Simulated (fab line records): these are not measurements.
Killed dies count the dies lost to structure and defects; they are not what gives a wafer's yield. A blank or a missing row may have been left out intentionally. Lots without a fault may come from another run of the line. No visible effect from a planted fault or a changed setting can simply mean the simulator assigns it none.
Chamber matching || flow berkeley-cmos170 || UCB170_V2_CMP_02 on cmp-02: 4 sister chambers
The step polishes SiO2. 16 wafers are shown with their chamber, then 8 later ones without.

## EACH WAFER AND ITS CHAMBER
{"wafer": "L251.4", "chamber": 2, "motor-current-A (A)": 14.1, "slurry-filter-dp-kPa (kPa)": 13.46}
{"wafer": "L251.5", "chamber": 2, "motor-current-A (A)": 15.3, "slurry-filter-dp-kPa (kPa)": 13.30}
{"wafer": "L251.6", "chamber": 1, "motor-current-A (A)": 16.4, "slurry-filter-dp-kPa (kPa)": 13.55}
{"wafer": "L249.1", "chamber": 3, "motor-current-A (A)": 16.8, "slurry-filter-dp-kPa (kPa)": 13.40}
{"wafer": "L249.2", "chamber": 0, "motor-current-A (A)": 13.3, "slurry-filter-dp-kPa (kPa)": 13.46}
{"wafer": "L249.6", "chamber": 2, "motor-current-A (A)": 15.1, "slurry-filter-dp-kPa (kPa)": 13.38}
{"wafer": "L247.2", "chamber": 1, "motor-current-A (A)": 15.8, "slurry-filter-dp-kPa (kPa)": 13.49}
{"wafer": "L247.4", "chamber": 0, "motor-current-A (A)": 13.6, "slurry-filter-dp-kPa (kPa)": 13.44}
{"wafer": "L247.5", "chamber": 3, "motor-current-A (A)": 16.4, "slurry-filter-dp-kPa (kPa)": 13.34}
{"wafer": "L255.3", "chamber": 2, "motor-current-A (A)": 15.2, "slurry-filter-dp-kPa (kPa)": 13.73}
{"wafer": "L255.4", "chamber": 3, "motor-current-A (A)": 15.4, "slurry-filter-dp-kPa (kPa)": 13.46}
{"wafer": "L255.5", "chamber": 0, "motor-current-A (A)": 14.1, "slurry-filter-dp-kPa (kPa)": 13.25}
{"wafer": "L259.3", "chamber": 3, "motor-current-A (A)": 16.3, "slurry-filter-dp-kPa (kPa)": 13.65}
{"wafer": "L259.5", "chamber": 1, "motor-current-A (A)": 16.6, "slurry-filter-dp-kPa (kPa)": 13.39}
{"wafer": "L259.6", "chamber": 0, "motor-current-A (A)": 14.1, "slurry-filter-dp-kPa (kPa)": 13.25}
{"wafer": "L266.1", "chamber": 3, "motor-current-A (A)": 16.3, "slurry-filter-dp-kPa (kPa)": 13.56}

SIGNATURES (means of the wafers above)
{"reading": "motor-current-A", "chamber 0": 13.775, "chamber 1": 16.267, "chamber 2": 14.925, "chamber 3": 16.240, "scatter within a chamber": 0.482}
{"reading": "slurry-filter-dp-kPa", "chamber 0": 13.3500, "chamber 1": 13.4767, "chamber 2": 13.4675, "chamber 3": 13.4820, "scatter within a chamber": 0.135}
Rule: a wafer's distance from a chamber is the root of the sum, over the readings, of the square of ((its reading less the chamber's mean) divided by the reading's scatter). If the next closest chamber is less than 2 further off than the closest, the wafer can't be placed; otherwise it belongs to the closest. The scatter: the root of (the sum of the squares of (reading less its chamber's mean) over the shown wafers, divided by (wafers less chambers)).

## WAFERS MISSING THEIR CHAMBER
{"wafer": "L266.2", "motor-current-A (A)": 13.8, "slurry-filter-dp-kPa (kPa)": 13.50}
{"wafer": "L266.4", "motor-current-A (A)": 14.4, "slurry-filter-dp-kPa (kPa)": 13.38}
{"wafer": "L267.3", "motor-current-A (A)": 16.5, "slurry-filter-dp-kPa (kPa)": 13.78}
{"wafer": "L267.4", "motor-current-A (A)": 14.2, "slurry-filter-dp-kPa (kPa)": 13.76}
{"wafer": "L267.6", "motor-current-A (A)": 15.2, "slurry-filter-dp-kPa (kPa)": 13.69}
{"wafer": "L262.1", "motor-current-A (A)": 16.1, "slurry-filter-dp-kPa (kPa)": 13.43}
{"wafer": "L262.3", "motor-current-A (A)": 15.4, "slurry-filter-dp-kPa (kPa)": 13.40}
{"wafer": "L262.4", "motor-current-A (A)": 13.3, "slurry-filter-dp-kPa (kPa)": 13.55}

## CHAMBER TAKEN BY EACH
{"wafer": "L266.2", "from the rows above": "can't be placed: 0 or 2", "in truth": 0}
{"wafer": "L266.4", "from the rows above": "can't be placed: 2 or 0", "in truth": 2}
{"wafer": "L267.3", "from the rows above": "can't be placed: 3 or 1 or 2", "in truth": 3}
{"wafer": "L267.4", "from the rows above": "can't be placed: 2 or 0", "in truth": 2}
{"wafer": "L267.6", "from the rows above": "can't be placed: 2 or 3 or 1", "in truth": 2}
{"wafer": "L262.1", "from the rows above": "can't be placed: 3 or 1 or 2", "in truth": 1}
{"wafer": "L262.3", "from the rows above": "can't be placed: 2 or 3 or 1", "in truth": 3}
{"wafer": "L262.4", "from the rows above": "can't be placed: 0 or 2", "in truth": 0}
Placed correctly: 0 of 8. Not placeable from these rows: 8 (in 8, the candidates include the true chamber). Number placed wrongly: 0.
